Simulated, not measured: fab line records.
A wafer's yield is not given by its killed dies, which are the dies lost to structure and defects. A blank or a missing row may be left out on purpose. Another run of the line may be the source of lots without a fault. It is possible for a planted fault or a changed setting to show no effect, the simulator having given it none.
Which tool was responsible? || flow berkeley_cmos170 || 45 wafers from 15 lots sampled at 3 of the route's 331 steps

== WHAT EACH GAUGE READ, for each wafer ==
UCB170_SDANNEAL_RS_MEAS_04: uses a four-point probe to measure.
{"lot": "L372", "measured": "day 7 22:14", "on": "film_metro-02", "PLDD_RS (ohm/sq)": "1031.0 1033.9 1034.7"}
{"lot": "L374", "measured": "day 8 13:32", "on": "film_metro-02", "PLDD_RS (ohm/sq)": "1028.5 1028.5 1028.9"}
{"lot": "L373", "measured": "day 8 13:48", "on": "film_metro-03", "PLDD_RS (ohm/sq)": "1031.5 1036.8 1033.4"}
{"lot": "L376", "measured": "day 9 06:14", "on": "film_metro-03", "PLDD_RS (ohm/sq)": "1031.8 1032.0 1027.7"}
{"lot": "L375", "measured": "day 9 06:35", "on": "film_metro-01", "PLDD_RS (ohm/sq)": "1029.9 1030.0 1029.2"}
{"lot": "L379", "measured": "day 9 06:37", "on": "film_metro-02", "PLDD_RS (ohm/sq)": "1032.6 1031.0 1033.4"}
{"lot": "L381", "measured": "day 9 23:46", "on": "film_metro-01", "PLDD_RS (ohm/sq)": "1035.6 1033.7 1034.4"}
{"lot": "L383", "measured": "day 10 09:37", "on": "film_metro-01", "PLDD_RS (ohm/sq)": "1034.7 1033.6 1036.0"}
{"lot": "L382", "measured": "day 10 09:47", "on": "film_metro-02", "PLDD_RS (ohm/sq)": "1036.0 1036.8 1038.3"}
{"lot": "L385", "measured": "day 10 23:40", "on": "film_metro-03", "PLDD_RS (ohm/sq)": "1033.7 1030.9 1028.5"}
{"lot": "L391", "measured": "day 11 19:02", "on": "film_metro-01", "PLDD_RS (ohm/sq)": "1033.9 1035.9 1031.1"}
{"lot": "L390", "measured": "day 11 19:14", "on": "film_metro-02", "PLDD_RS (ohm/sq)": "1028.4 1031.3 1030.2"}
{"lot": "L388", "measured": "day 11 19:28", "on": "film_metro-03", "PLDD_RS (ohm/sq)": "1032.9 1029.4 1033.2"}
{"lot": "L393", "measured": "day 12 11:05", "on": "film_metro-02", "PLDD_RS (ohm/sq)": "1027.9 1033.4 1032.3"}
{"lot": "L392", "measured": "day 12 11:19", "on": "film_metro-03", "PLDD_RS (ohm/sq)": "1031.0 1027.5 1031.8"}

UCB170_CONTACT_CD_MEAS_15: the cd target is 700 nm.
{"lot": "L372", "measured": "day 8 04:11", "on": "cd_sem-01", "cd_nm (nm)": "703.1 703.2 703.1"}
{"lot": "L374", "measured": "day 8 19:50", "on": "cd_sem-01", "cd_nm (nm)": "699.2 698.8 698.5"}
{"lot": "L373", "measured": "day 8 20:07", "on": "cd_sem-02", "cd_nm (nm)": "699.5 699.4 700.5"}
{"lot": "L376", "measured": "day 9 13:02", "on": "cd_sem-01", "cd_nm (nm)": "700.2 700.4 700.2"}
{"lot": "L375", "measured": "day 9 13:05", "on": "cd_sem-02", "cd_nm (nm)": "699.1 701.0 700.8"}
{"lot": "L379", "measured": "day 9 13:11", "on": "cd_sem-01", "cd_nm (nm)": "700.1 701.2 700.1"}
{"lot": "L381", "measured": "day 10 06:35", "on": "cd_sem-01", "cd_nm (nm)": "699.6 701.1 699.5"}
{"lot": "L383", "measured": "day 10 14:01", "on": "cd_sem-02", "cd_nm (nm)": "701.3 701.4 702.3"}
{"lot": "L382", "measured": "day 10 15:43", "on": "cd_sem-01", "cd_nm (nm)": "698.9 699.7 700.5"}
{"lot": "L385", "measured": "day 11 05:37", "on": "cd_sem-02", "cd_nm (nm)": "700.5 700.0 701.6"}
{"lot": "L391", "measured": "day 12 01:50", "on": "cd_sem-01", "cd_nm (nm)": "703.3 703.0 702.1"}
{"lot": "L390", "measured": "day 12 02:22", "on": "cd_sem-01", "cd_nm (nm)": "698.5 698.2 700.1"}
{"lot": "L388", "measured": "day 12 02:55", "on": "cd_sem-01", "cd_nm (nm)": "702.2 701.7 702.7"}
{"lot": "L393", "measured": "day 12 18:26", "on": "cd_sem-02", "cd_nm (nm)": "700.9 700.6 701.0"}
{"lot": "L392", "measured": "day 12 18:34", "on": "cd_sem-01", "cd_nm (nm)": "701.7 699.9 701.6"}

== WHAT TOOL EACH LOT RAN ON (gives the tool, then ch and the chambers of the sampled wafers, and finally the start) ==
{"lot": "L372", "UCB170_CONTACT_RTA_08": "rtp_anneal-01 ch 0, day 8 02:57"}
{"lot": "L374", "UCB170_CONTACT_RTA_08": "rtp_anneal-02 ch 0, day 8 18:12"}
{"lot": "L373", "UCB170_CONTACT_RTA_08": "rtp_anneal-01 ch 0, day 8 18:27"}
{"lot": "L376", "UCB170_CONTACT_RTA_08": "rtp_anneal-01 ch 0, day 9 10:41"}
{"lot": "L375", "UCB170_CONTACT_RTA_08": "rtp_anneal-02 ch 0, day 9 10:49"}
{"lot": "L379", "UCB170_CONTACT_RTA_08": "rtp_anneal-01 ch 0, day 9 11:10"}
{"lot": "L381", "UCB170_CONTACT_RTA_08": "rtp_anneal-01 ch 0, day 10 04:04"}
{"lot": "L383", "UCB170_CONTACT_RTA_08": "rtp_anneal-01 ch 0, day 10 12:58"}
{"lot": "L382", "UCB170_CONTACT_RTA_08": "rtp_anneal-02 ch 0, day 10 14:32"}
{"lot": "L385", "UCB170_CONTACT_RTA_08": "rtp_anneal-02 ch 0, day 11 03:50"}
{"lot": "L391", "UCB170_CONTACT_RTA_08": "rtp_anneal-01 ch 0, day 12 00:26"}
{"lot": "L390", "UCB170_CONTACT_RTA_08": "rtp_anneal-02 ch 0, day 12 00:32"}
{"lot": "L388", "UCB170_CONTACT_RTA_08": "rtp_anneal-01 ch 0, day 12 00:53"}
{"lot": "L393", "UCB170_CONTACT_RTA_08": "rtp_anneal-02 ch 0, day 12 16:43"}
{"lot": "L392", "UCB170_CONTACT_RTA_08": "rtp_anneal-01 ch 0, day 12 16:34"}
- UCB170_CONTACT_RTA_08: time 10 s.

== WHAT THE TOOLS THEMSELVES READ (means of the sampled wafers that have a number; where no wafer has one, the mark that the record gives instead) ==
UCB170_CONTACT_RTA_08.
{"lot": "L372", "tool": "rtp_anneal-01", "chamber_o2_ppm": 1.998, "lamp_power_pct (%)": 24.6, "wafer_temp_C_max": 903.0}
{"lot": "L374", "tool": "rtp_anneal-02", "chamber_o2_ppm": 2.004, "lamp_power_pct (%)": 27.6, "wafer_temp_C_max": 905.0}
{"lot": "L373", "tool": "rtp_anneal-01", "chamber_o2_ppm": 2.001, "lamp_power_pct (%)": 24.6, "wafer_temp_C_max": 902.8}
{"lot": "L376", "tool": "rtp_anneal-01", "chamber_o2_ppm": 1.993, "lamp_power_pct (%)": 24.6, "wafer_temp_C_max": 903.4}
{"lot": "L375", "tool": "rtp_anneal-02", "chamber_o2_ppm": 1.980, "lamp_power_pct (%)": 27.6, "wafer_temp_C_max": 905.9}
{"lot": "L379", "tool": "rtp_anneal-01", "chamber_o2_ppm": 2.022, "lamp_power_pct (%)": 24.6, "wafer_temp_C_max": 902.4}
{"lot": "L381", "tool": "rtp_anneal-01", "chamber_o2_ppm": 2.000, "lamp_power_pct (%)": 24.6, "wafer_temp_C_max": 902.1}
{"lot": "L383", "tool": "rtp_anneal-01", "chamber_o2_ppm": 2.007, "lamp_power_pct (%)": 24.6, "wafer_temp_C_max": 903.0}
{"lot": "L382", "tool": "rtp_anneal-02", "chamber_o2_ppm": 1.989, "lamp_power_pct (%)": 27.6, "wafer_temp_C_max": 906.3}
{"lot": "L385", "tool": "rtp_anneal-02", "chamber_o2_ppm": 1.998, "lamp_power_pct (%)": 27.6, "wafer_temp_C_max": 905.6}
{"lot": "L391", "tool": "rtp_anneal-01", "chamber_o2_ppm": 2.010, "lamp_power_pct (%)": 24.6, "wafer_temp_C_max": 902.6}
{"lot": "L390", "tool": "rtp_anneal-02", "chamber_o2_ppm": 2.012, "lamp_power_pct (%)": 27.5, "wafer_temp_C_max": 906.4}
{"lot": "L388", "tool": "rtp_anneal-01", "chamber_o2_ppm": 1.962, "lamp_power_pct (%)": 24.6, "wafer_temp_C_max": 902.2}
{"lot": "L393", "tool": "rtp_anneal-02", "chamber_o2_ppm": 2.010, "lamp_power_pct (%)": 27.6, "wafer_temp_C_max": 905.5}
{"lot": "L392", "tool": "rtp_anneal-01", "chamber_o2_ppm": 2.044, "lamp_power_pct (%)": 24.6, "wafer_temp_C_max": 902.9}

== THE ANSWER, worked out from the rows above alone ==
Rule: the usual values come from the lots themselves. Put in order of their means at a reading, lots are off if they are a third of the lots or fewer, leave a main group of 4 or more, and stand apart from it by a gap of 3 or more times the standard deviation of the main group's means; of several such gaps the widest counts. The tables above print the reading to a certain number of digits; a main group whose means all agree to those digits is not used. Also off: a lot with no number at a reading for which 4 or more lots have one. Any other lot the step has rows for is counted as sound. After the gauges, taken in route order, come the tools' own readings; for these a lot's mean is taken, as printed above. The first step at which some lot is off is used, and at that step the reading that is off furthest; a lot without a number counts as furthest.
No lot is off on any of the readings shown, so nothing can be concluded from this.

== WHAT THE SIMULATOR PUT IN ==
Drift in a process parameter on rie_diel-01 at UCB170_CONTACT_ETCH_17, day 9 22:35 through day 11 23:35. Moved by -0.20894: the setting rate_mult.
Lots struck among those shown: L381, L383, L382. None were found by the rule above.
